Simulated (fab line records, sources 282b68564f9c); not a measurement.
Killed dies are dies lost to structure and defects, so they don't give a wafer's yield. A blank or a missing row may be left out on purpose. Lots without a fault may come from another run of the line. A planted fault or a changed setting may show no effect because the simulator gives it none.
fab line records | flow rit_cmos
record lots=6 wafers=18 last_day=6
route steps=202 shown ACTIVE@2 FOX1@20 FOX2@23 NWELL@28 PWELL@39 M1@202
lots that met no fault: from a run of the same line without faults
start_h: hours from the record's first day to the start of the lot's first wafer shown | wait_h: hours since the lot's step before | " the same as in the row above | L1.1+2: a row that stands for several wafers | - no value, or no start given | * or withheld: withheld | < > ~ a bound
route shown NAME@n: a module of which the file shows steps, and the number in the route of the first | usual: mean/standard deviation of fault-free wafers | same: alike in all rows | chamber/n: place in a boat | sites: the reading at each site | _std_site: their standard deviation | _edge_site: outer sites' mean less inner sites' | radius_mm: how far each site lies from the wafer's centre | mask NAME#n: copy n | behind: the tool/chamber that last shaped the wafer | hold: why the lot was held/for how many hours/how that ended | device: the transistor (n, p or np) that didn't switch | end of line: the same wafers' tests at the end of the route | a step without rows: its recipe alone | killed: dies lost to structure and defects at the first sort, not the wafer's yield | map: a wafer's dies, x killed, . not, _ none there
set.NAME: the setting as run; set.NAME@STEP: as run at that earlier step | model.NAME: the simulator's own value behind a step, which no gauge read
lots at some steps of the route; a table a step, a row a wafer
services: from which hour (start_h, from the record's first day; less than 0 if before it) a tool's chamber was out of use, for how many hours, and why
## steps
# step RIT_ACTIVE_OXIDATION_01
# recipe temp_c=1000 ambient=O2 target_thk_a=468 ox_time_s=3317
# step RIT_ACTIVE_THK_MEAS_02
# recipe reads=SiO2_of_ACTIVE_OXIDATION_01
# usual ACTIVE_OXIDE_THK=46.3/0.8
# columns lot.wafer tool chamber start_h wait_h ACTIVE_OXIDE_THK[nm]
L180.3 film_metro-01 - 17.32 0.0 44.9
L180.4 " - " " 45.7
L180.5 " - " " 45.3
L181.1 film_metro-02 - 22.05 0.0 46.9
L181.2 " - " " 47.4
L181.3 " - " " 47.0
L184.1 film_metro-04 - 37.05 0.0 45.9
L184.3 " - " " 44.2
L184.6 " - " " 45.0
L187.1 film_metro-02 - 53.68 0.0 45.1
L187.3 " - " " 45.1
L187.4 " - " " 45.0
L188.2 film_metro-01 - 58.50 0.0 46.4
L188.3 " - " " 45.8
L188.5 " - " " 46.1
L196.1 film_metro-01 - 98.05 0.0 47.1
L196.3 " - " " 47.6
L196.5 " - " " 48.1
# step RIT_ACTIVE_CVD_03
# recipe material=Si3N4 target_thk_nm=150 temp_c=810 precursor=SiH2Cl2/NH3 time_s=1500 pressure_mtorr=300 sih2cl2_flow_sccm=60 nh3_flow_sccm=150
# step RIT_ACTIVE_THK_MEAS_04
# recipe reads=Si3N4_of_ACTIVE_CVD_03
# usual ACTIVE_NITRIDE_THK=150.6/1.4
# columns lot.wafer tool chamber start_h wait_h ACTIVE_NITRIDE_THK[nm]
L180.3 film_metro-01 - 19.63 0.0 151.2
L180.4 " - " " 149.7
L180.5 " - " " 151.2
L181.1 film_metro-04 - 23.53 0.0 149.7
L181.2 " - " " 150.9
L181.3 " - " " 150.1
L184.1 film_metro-01 - 38.53 0.0 149.8
L184.3 " - " " 148.4
L184.6 " - " " 151.2
L187.1 film_metro-02 - 55.16 0.0 147.3
L187.3 " - " " 148.2
L187.4 " - " " 148.6
L188.2 film_metro-01 - 59.98 0.0 150.7
L188.3 " - " " 150.5
L188.5 " - " " 150.1
L196.1 film_metro-01 - 99.53 0.0 149.6
L196.3 " - " " 150.6
L196.5 " - " " 150.7
# step RIT_ACTIVE_HMDS_05
# recipe prime_time_s=60 prime_temp_c=140
# step RIT_ACTIVE_COAT_06
# recipe resist=NOVOLAK spin_rpm=3250 resist_thk_nm=1000
# step RIT_ACTIVE_SOFTBAKE_07
# recipe resist=NOVOLAK temp_c=90 time_s=60
# step RIT_ACTIVE_EXPOSE_08
# recipe mask_id=M1 na=0.6 source_shape=conventional sigma_outer=0.6 target_cd_nm=1400 dose_mj=225
# step RIT_ACTIVE_PEB_09
# recipe resist=NOVOLAK temp_c=withheld time_s=withheld
# step RIT_ACTIVE_DEVELOP_10
# recipe resist=NOVOLAK develop_time_s=50 dev_temp_c=23
# step RIT_ACTIVE_CD_MEAS_11
# recipe target_cd_nm=1400
# usual cd_nm=1399.7/2.2
# columns lot.wafer tool chamber start_h wait_h cd_nm
L180.3 cd_sem-02 - 20.67 - 1401.0
L180.4 " - " " 1400.4
L180.5 " - " " 1398.5
L181.1 cd_sem-02 - 24.44 - 1405.0
L181.2 " - " " 1403.7
L181.3 " - " " 1404.1
L184.1 cd_sem-01 - 39.56 - 1399.5
L184.3 " - " " 1402.0
L184.6 " - " " 1400.7
L187.1 cd_sem-01 - 56.40 - 1404.8
L187.3 " - " " 1399.9
L187.4 " - " " 1402.4
L188.2 cd_sem-01 - 61.03 - 1400.5
L188.3 " - " " 1399.8
L188.5 " - " " 1400.5
L196.1 cd_sem-02 - 100.56 - 1400.4
L196.3 " - " " 1399.8
L196.5 " - " " 1399.6
# step RIT_ACTIVE_HARDBAKE_12
# recipe resist=NOVOLAK temp_c=141.3 time_s=60
# step RIT_ACTIVE_ETCH_13
# recipe stop_on=SiO2 chemistry=SF6 target=Si3N4 time_s=210 over_etch_frac=0.4 SF6_flow_sccm=200 pressure_mtorr=260 rf_w=125 target_depth_a=2100
# usual drypump_motor_current_A=5.5/0.54 oes_product_au=0.823/0.016 throttle_valve_pct=7.50/0.11
# same time_s=210
# columns lot.wafer tool chamber start_h wait_h drypump_motor_current_A oes_product_au rf_hours_counter_h throttle_valve_pct
L180.3 rie_diel-04 0 20.96 0.1 5.7 0.817 74 7.52
L180.4 " 2 " " 5.1 0.793 159 7.59
L180.5 " 1 " " 5.7 0.825 - 7.52
L181.1 rie_diel-03 2 24.71 0.1 5.0 0.829 35 7.51
L181.2 " 0 " " 5.4 0.829 63 7.66
L181.3 " 1 " " 6.1 0.851 128 7.52
L184.1 rie_diel-04 0 39.83 0.1 5.7 0.817 74 7.52
L184.3 " 1 " " 5.7 0.812 157 7.52
L184.6 " 3 " " 4.7 0.834 - 7.33
L187.1 rie_diel-02 2 56.67 0.1 4.8 0.798 75 7.57
L187.3 " 1 " " 5.9 0.791 7 7.56
L187.4 " 3 " " 6.2 0.814 - 7.30
L188.2 rie_diel-04 3 61.28 0.1 4.7 0.832 105 7.31
L188.3 " 2 " " 5.1 0.793 159 7.58
L188.5 " 2 " " 5.1 0.793 - 7.57
L196.1 rie_diel-03 1 100.83 0.1 6.1 0.842 130 7.51
L196.3 " 2 " " 5.0 0.829 36 7.49
L196.5 " 2 " " 5.0 0.825 - 7.50
# step RIT_ACTIVE_STRIP_14
# recipe chemistry=O2 time_s=180 resist=NOVOLAK platen_temp_c=withheld power_w=500 pressure_mtorr=4000 o2_flow_sccm=4000
# usual drypump_motor_current_A=5.80/0.27
# same time_s=180
# columns lot.wafer tool chamber start_h wait_h drypump_motor_current_A rf_hours_counter_h
L180.3 plasma_asher-03 0 21.15 0.1 5.88 -
L180.4 " 1 " " 6.16 -
L180.5 " 1 " " 6.15 -
L181.1 plasma_asher-02 1 24.84 0.1 5.36 24
L181.2 " 0 " " 5.82 24
L181.3 " 0 " " 5.82 -
L184.1 plasma_asher-02 0 39.97 0.1 5.80 26
L184.3 " 0 " " 5.80 -
L184.6 " 0 " " 5.79 -
L187.1 plasma_asher-02 1 56.81 0.1 5.37 28
L187.3 " 0 " " 5.81 -
L187.4 " 1 " " 5.36 -
L188.2 plasma_asher-04 1 61.41 0.1 5.60 38
L188.3 " 0 " " 5.97 -
L188.5 " 1 " " 5.55 -
L196.1 plasma_asher-03 1 100.97 0.1 6.12 45
L196.3 " 1 " " 6.15 -
L196.5 " 0 " " 5.88 -
# step RIT_ACTIVE_CD_MEAS_90
# recipe target_cd_nm=1400
# usual cd_nm=1399.7/2.2
# columns lot.wafer tool chamber start_h wait_h cd_nm
L180.3 cd_sem-02 - 21.31 0.1 1401.1
L180.4 " - " " 1399.8
L180.5 " - " " 1398.2
L181.1 cd_sem-01 - 25.02 0.1 1405.0
L181.2 " - " " 1403.3
L181.3 " - " " 1404.3
L184.1 cd_sem-01 - 40.14 0.1 1399.9
L184.3 " - " " 1401.8
L184.6 " - " " 1400.7
L187.1 cd_sem-01 - 57.04 0.2 1405.2
L187.3 " - " " 1398.9
L187.4 " - " " 1402.0
L188.2 cd_sem-02 - 61.60 0.1 1400.6
L188.3 " - " " 1399.2
L188.5 " - " " 1400.5
L196.1 cd_sem-01 - 101.14 0.1 1400.9
L196.3 " - " " 1399.6
L196.5 " - " " 1400.0
# step RIT_ACTIVE_CLEAN_15
# recipe chemistry=SC1 mix=3:3:50 time_s=600 temp_c=75
# step RIT_ACTIVE_CLEAN_16
# recipe chemistry=dHF dilution=50:1 time_s=30
# step RIT_ACTIVE_CLEAN_17
# recipe chemistry=SC2 mix=3:3:50 time_s=600 temp_c=75 dry=n2_spin
# step RIT_FOX1_OXIDATION_00
# recipe temp_c=1100 ambient=H2O target_thk_a=3507 p_h2o_torr=720 ox_time_s=1130
# step RIT_FOX1_THK_MEAS_01
# recipe reads=SiO2_of_FOX1_OXIDATION_00
# usual FOX1_OXIDE_THK=351/6.3
# columns lot.wafer tool chamber start_h wait_h FOX1_OXIDE_THK[nm]
L180.3 film_metro-03 - 23.39 0.0 356
L180.4 " - " " 355
L180.5 " - " " 357
L181.1 film_metro-01 - 29.09 0.0 356
L181.2 " - " " 345
L181.3 " - " " 347
L184.1 film_metro-03 - 44.10 0.0 349
L184.3 " - " " 348
L184.6 " - " " 348
L187.1 film_metro-02 - 58.84 0.0 346
L187.3 " - " " 343
L187.4 " - " " 348
L188.2 film_metro-03 - 63.84 0.0 346
L188.3 " - " " 336
L188.5 " - " " 340
L196.1 film_metro-03 - 102.97 0.0 361
L196.3 " - " " 361
L196.5 " - " " 364
# step RIT_FOX1_WET_ETCH_02
# recipe chemistry=BOE target_depth_nm=350 time_s=390 temp_c=21.5 dry=n2_spin dilution=10:1 target=SiO2
# step RIT_FOX2_OXIDATION_00
# recipe temp_c=1100 ambient=H2O target_thk_a=3507 p_h2o_torr=720 ox_time_s=1082
# step RIT_FOX2_THK_MEAS_01
# recipe reads=SiO2_of_FOX2_OXIDATION_00
# usual FOX2_OXIDE_THK=341/6.8
# columns lot.wafer tool chamber start_h wait_h FOX2_OXIDE_THK[nm]
L180.3 film_metro-03 - 24.99 0.0 348
L180.4 " - " " 344
L180.5 " - " " 339
L181.1 film_metro-04 - 30.67 0.0 337
L181.2 " - " " 345
L181.3 " - " " 341
L184.1 film_metro-04 - 45.59 0.0 339
L184.3 " - " " 336
L184.6 " - " " 342
L187.1 film_metro-04 - 60.33 0.0 342
L187.3 " - " " 347
L187.4 " - " " 345
L188.2 film_metro-03 - 65.55 0.0 338
L188.3 " - " " 334
L188.5 " - " " 336
L196.1 film_metro-03 - 104.48 0.0 345
L196.3 " - " " 344
L196.5 " - " " 345
# step RIT_FOX2_CLEAN_02
# recipe chemistry=dHF dilution=50:1 time_s=180
# step RIT_FOX2_WET_ETCH_03
# recipe chemistry=H3PO4 target=Si3N4 target_depth_nm=195 temp_c=165 time_s=2700
# step RIT_FOX2_THK_MEAS_90
# recipe reads=SiO2_of_FOX2_OXIDATION_00
# usual FIELD_OXIDE_LEFT_1_THK=314/6.7
# columns lot.wafer tool chamber start_h wait_h FIELD_OXIDE_LEFT_1_THK[nm]
L180.3 film_metro-03 - 25.87 0.0 320
L180.4 " - " " 317
L180.5 " - " " 312
L181.1 film_metro-02 - 33.99 0.0 309
L181.2 " - " " 317
L181.3 " - " " 314
L184.1 film_metro-04 - 46.47 0.0 311
L184.3 " - " " 309
L184.6 " - " " 315
L187.1 film_metro-02 - 61.21 0.0 316
L187.3 " - " " 320
L187.4 " - " " 318
L188.2 film_metro-02 - 66.43 0.0 311
L188.3 " - " " 307
L188.5 " - " " 308
L196.1 film_metro-02 - 105.35 0.0 317
L196.3 " - " " 316
L196.5 " - " " 317
# step RIT_NWELL_HMDS_00
# recipe prime_time_s=60 prime_temp_c=140
# step RIT_NWELL_COAT_01
# recipe resist=NOVOLAK spin_rpm=2000 resist_thk_nm=1300
# step RIT_NWELL_SOFTBAKE_02
# recipe resist=NOVOLAK temp_c=90 time_s=60
# step RIT_NWELL_EXPOSE_03
# recipe mask_id=M2 na=0.57 target_cd_nm=43900 dose_mj=250
# step RIT_NWELL_PEB_04
# recipe resist=NOVOLAK temp_c=withheld time_s=withheld
# step RIT_NWELL_DEVELOP_05
# recipe resist=NOVOLAK develop_time_s=68 dev_temp_c=23
# step RIT_NWELL_OVL_MEAS_06
# usual NWELL_OVL=0.7/1.3
# columns lot.wafer tool chamber start_h wait_h NWELL_OVL[nm]
L180.3 overlay-02 - 26.80 - -1.0
L180.4 " - " " -0.5
L180.5 " - " " 0.8
L181.1 overlay-01 - 35.06 - -0.1
L181.2 " - " " 0.0
L181.3 " - " " -1.1
L184.1 overlay-01 - 47.55 - 2.2
L184.3 " - " " 2.2
L184.6 " - " " 2.5
L187.1 overlay-02 - 62.16 - 1.9
L187.3 " - " " 1.2
L187.4 " - " " 2.0
L188.2 overlay-01 - 67.49 - 1.7
L188.3 " - " " 3.7
L188.5 " - " " 3.5
L196.1 overlay-02 - 106.29 - 0.8
L196.3 " - " " 0.7
L196.5 " - " " 3.5
# step RIT_NWELL_HARDBAKE_07
# recipe resist=NOVOLAK temp_c=140 time_s=120
# step RIT_NWELL_IMPLANT_08
# recipe species=P energy_kev=170 dose_cm2=5e+13 tilt_deg=7
# step RIT_NWELL_STRIP_09
# recipe chemistry=O2 time_s=180 resist=NOVOLAK platen_temp_c=withheld power_w=500 pressure_mtorr=4000 o2_flow_sccm=4000
# usual drypump_motor_current_A=5.8/0.31
# same time_s=180
# columns lot.wafer tool chamber start_h wait_h drypump_motor_current_A rf_hours_counter_h
L180.3 plasma_asher-03 0 27.29 0.1 5.8 -
L180.4 " 1 " " 6.2 -
L180.5 " 1 " " 6.2 -
L181.1 plasma_asher-03 0 35.75 0.1 5.9 38
L181.2 " 1 " " 6.1 38
L181.3 " 1 " " 6.1 -
L184.1 plasma_asher-01 1 47.98 0.1 6.0 42
L184.3 " 0 " " 5.2 -
L184.6 " 1 " " 6.0 -
L187.1 plasma_asher-02 0 62.59 0.1 5.8 29
L187.3 " 1 " " 5.4 -
L187.4 " 0 " " 5.8 -
L188.2 plasma_asher-02 0 67.92 0.1 5.8 29
L188.3 " 1 " " 5.4 -
L188.5 " 0 " " 5.8 -
L196.1 plasma_asher-02 1 106.73 0.1 5.4 33
L196.3 " 1 " " 5.4 -
L196.5 " 1 " " 5.4 -
# step RIT_NWELL_TW_MEAS_10
# usual NWELL_TW=2159/12
# columns lot.wafer tool chamber start_h wait_h NWELL_TW
L180.3 film_metro-01 - 27.42 0.1 2146
L180.4 " - " " 2151
L180.5 " - " " 2148
L181.1 film_metro-04 - 35.92 0.1 2143
L181.2 " - " " 2130
L181.3 " - " " 2152
L184.1 film_metro-03 - 48.16 0.1 2173
L184.3 " - " " 2171
L184.6 " - " " 2181
L187.1 film_metro-04 - 62.77 0.1 2166
L187.3 " - " " 2173
L187.4 " - " " 2164
L188.2 film_metro-01 - 68.10 0.1 2131
L188.3 " - " " 2153
L188.5 " - " " 2143
L196.1 film_metro-01 - 106.90 0.1 2161
L196.3 " - " " 2157
L196.5 " - " " 2157
# step RIT_PWELL_HMDS_00
# recipe prime_time_s=60 prime_temp_c=140
# step RIT_PWELL_COAT_01
# recipe resist=NOVOLAK spin_rpm=2000 resist_thk_nm=1300
# step RIT_PWELL_SOFTBAKE_02
# recipe resist=NOVOLAK temp_c=90.93 time_s=60
# step RIT_PWELL_EXPOSE_03
# recipe mask_id=M3 na=0.57 target_cd_nm=43700 dose_mj=250
# step RIT_PWELL_PEB_04
# recipe resist=NOVOLAK temp_c=withheld time_s=withheld
# step RIT_M1_PROBE_99
# usual killed_at_contacts=0.0/0.22 killed_at_front_end=7/3.2 killed_dies=8/3.2 killed_open=3.7/2.1 killed_short=3.8/2.2
# same gross_dies=264 killed_at_M0_to_M3=0 killed_at_M4_up=0 killed_at_back_side=0 killed_at_other=0
# columns lot.wafer tool chamber start_h wait_h killed_at_contacts killed_at_front_end killed_dies killed_open killed_short
L180.3 prober-02 - 63.72 0.2 0 12 12 6 6
L180.4 prober-02 - 63.77 0.2 0 15 15 11 4
L180.5 prober-02 - 63.82 0.2 0 8 8 5 3
L181.1 prober-01 - 76.98 0.1 0 10 10 3 7
L181.2 prober-01 - 77.03 0.1 1 18 19 7 12
L181.3 prober-01 - 77.08 0.2 0 7 7 4 3
L184.1 prober-02 - 87.76 0.1 0 6 6 1 5
L184.3 prober-02 - 87.86 0.2 0 7 7 4 3
L184.6 prober-02 - 88.01 0.2 0 40 40 4 3
L187.1 prober-01 - 100.19 0.1 0 8 8 3 5
L187.3 prober-01 - 100.29 0.2 0 6 6 3 3
L187.4 prober-01 - 100.34 0.2 0 6 6 3 3
L188.2 prober-02 - 107.69 0.1 0 43 43 5 5
L188.3 prober-02 - 107.74 0.2 0 5 5 5 0
L188.5 prober-02 - 107.84 0.2 0 7 7 4 3
L196.1 prober-02 - 143.71 0.1 0 8 8 4 4
L196.3 prober-02 - 143.81 0.2 0 6 6 3 3
L196.5 prober-02 - 143.91 0.2 0 8 8 4 4
# killed by level:class
L180.3 GATE:geometric_particle:open=4 GATE:geometric_particle:short=3 REOX:geometric_particle:open=2 REOX:geometric_particle:short=2 SPACER:geometric_particle:short=1
L180.4 GATE:geometric_particle:open=7 REOX:geometric_particle:open=3 GATE:geometric_particle:short=2 FOX1:geometric_particle:short=1 FOX2:geometric_particle:open=1 SPACER:geometric_particle:short=1
L180.5 GATE:geometric_particle:open=2 FOX1:geometric_particle:open=1 FOX1:geometric_particle:short=1 GATE:geometric_particle:short=1 REOX:geometric_particle:open=1 SPACER:geometric_particle:open=1 SPACER:geometric_particle:short=1
L181.1 GATE:geometric_particle:short=4 SILICIDE:geometric_particle:short=2 GATE:geometric_particle:open=1 REOX:geometric_particle:open=1 SPACER:geometric_particle:short=1 SILICIDE:geometric_particle:open=1
L181.2 SPACER:geometric_particle:short=6 SPACER:geometric_particle:open=4 GATE:geometric_particle:short=3 FOX1:geometric_particle:open=2 FOX1:geometric_particle:short=1 SILICIDE:geometric_particle:short=1 SILICIDE:geometric_particle:open=1 CONTACT:geometric_particle:short=1
L181.3 GATE:geometric_particle:open=2 SPACER:geometric_particle:short=2 REOX:geometric_particle:short=1 REOX:geometric_particle:open=1 SPACER:geometric_particle:open=1
L184.1 GATE:geometric_particle:short=3 SPACER:geometric_particle:short=2 GATE:geometric_particle:open=1
L184.3 SPACER:geometric_particle:short=2 SILICIDE:geometric_particle:open=2 GATE:geometric_particle:short=1 GATE:geometric_particle:open=1 SPACER:geometric_particle:open=1
L184.6 ACTIVE:unspecified=33 GATE:geometric_particle:open=2 GATE:geometric_particle:short=2 SPACER:geometric_particle:open=2 SPACER:geometric_particle:short=1
L187.1 SILICIDE:geometric_particle:short=4 GATE:geometric_particle:open=2 GATE:geometric_particle:short=1 SPACER:geometric_particle:open=1
L187.3 SILICIDE:geometric_particle:open=2 FOX1:geometric_particle:short=1 GATE:geometric_particle:open=1 GATE:geometric_particle:short=1 SILICIDE:geometric_particle:short=1
L187.4 SILICIDE:geometric_particle:open=3 GATE:geometric_particle:short=1 SPACER:geometric_particle:short=1 SILICIDE:geometric_particle:short=1
L188.2 ACTIVE:unspecified=33 GATE:geometric_particle:short=5 GATE:geometric_particle:open=3 FOX1:geometric_particle:open=1 FOX2:geometric_particle:open=1
L188.3 SPACER:geometric_particle:open=3 FOX1:geometric_particle:open=1 GATE:geometric_particle:open=1
L188.5 GATE:geometric_particle:short=3 GATE:geometric_particle:open=2 SPACER:geometric_particle:open=2
L196.1 GATE:geometric_particle:open=3 GATE:geometric_particle:short=2 FOX1:geometric_particle:short=1 FOX2:geometric_particle:open=1 SPACER:geometric_particle:short=1
L196.3 GATE:geometric_particle:short=2 FOX2:geometric_particle:open=1 FOX2:geometric_particle:short=1 GATE:geometric_particle:open=1 SILICIDE:geometric_particle:open=1
L196.5 GATE:geometric_particle:open=2 GATE:geometric_particle:short=2 SILICIDE:geometric_particle:open=2 REOX:geometric_particle:short=1 SILICIDE:geometric_particle:short=1
# map L184.6 (x killed, . not)
________......._______
_____.............____
____...............___
___.................__
__..................._
__....x.xxx.........._
_.....xxxxxxx.x.......
_....xxxxxx.x....x....
_.....xxxxxx..........
_.....xxxxxxx..x......
__.....xxx.........x._
__........xx........._
___.................__
____...............___
_____.............____
________......._______
# map L188.2 (x killed, . not)
________......._______
_____.............____
____...............___
___.................__
__.......x.......x.x._
__...x..xx..........._
_.....xxxxxx..........
_.....xxxxxx........x.
_....xxxxxxxx.........
_..x.xxxxxx...........
__...x..x.xx........._
__....x...x.........._
___.....x...........__
____............x..___
_____...x.........____
________......._______
## services
# columns tool chamber start_h hours kind
plasma_asher-02 - -0.92 0.9 repair
plasma_asher-02 - 3.66 2.5 repair
plasma_asher-02 - 7.93 0.9 repair
plasma_asher-04 - 11.32 28.1 pm
rie_diel-03 3 12.73 13.1 repair
rie_diel-04 - 26.67 2.0 repair
rie_diel-02 1 29.99 9.2 repair
rie_diel-03 1 43.01 3.8 repair
rie_diel-02 0 51.08 6.5 repair
rie_diel-02 1 51.39 4.6 repair
plasma_asher-01 - 54.90 3.0 repair
rie_diel-04 2 65.20 3.4 repair
rie_diel-03 3 71.69 - clean
rie_diel-03 3 71.69 32.0 scheduled_down
rie_diel-03 3 71.69 32.0 vent_cycle
plasma_asher-04 - 89.88 0.5 repair
rie_diel-04 2 94.52 - clean
rie_diel-04 2 94.52 12.9 scheduled_down
rie_diel-04 2 94.52 12.9 vent_cycle
## key
first_sign step=RIT_M1_PROBE_99 reading=killed_at_front_end direction=up sigmas=11 usual=7 struck=42
effect step=RIT_M1_PROBE_99 reading=killed_dies direction=up sigmas=11 usual=8 struck=42
met_at RIT_ACTIVE_ETCH_13
struck_wafers L184.6,L188.2
tester_left_out L184,L188
fault kind=chamber_particle_source tool=rie_diel-04 chamber=3 onset_h=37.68 steps=RIT_ACTIVE_ETCH_13 rate_per_visit_cm2=1.0725 end_h=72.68
# tester_left_out: of these lots the tester's yield and bins aren't shown, on N5 and GAA mostly nor the transistor test; their killed dies are dies lost to structure and defects alone, not to doping, threshold or leakage, so they don't give the yield
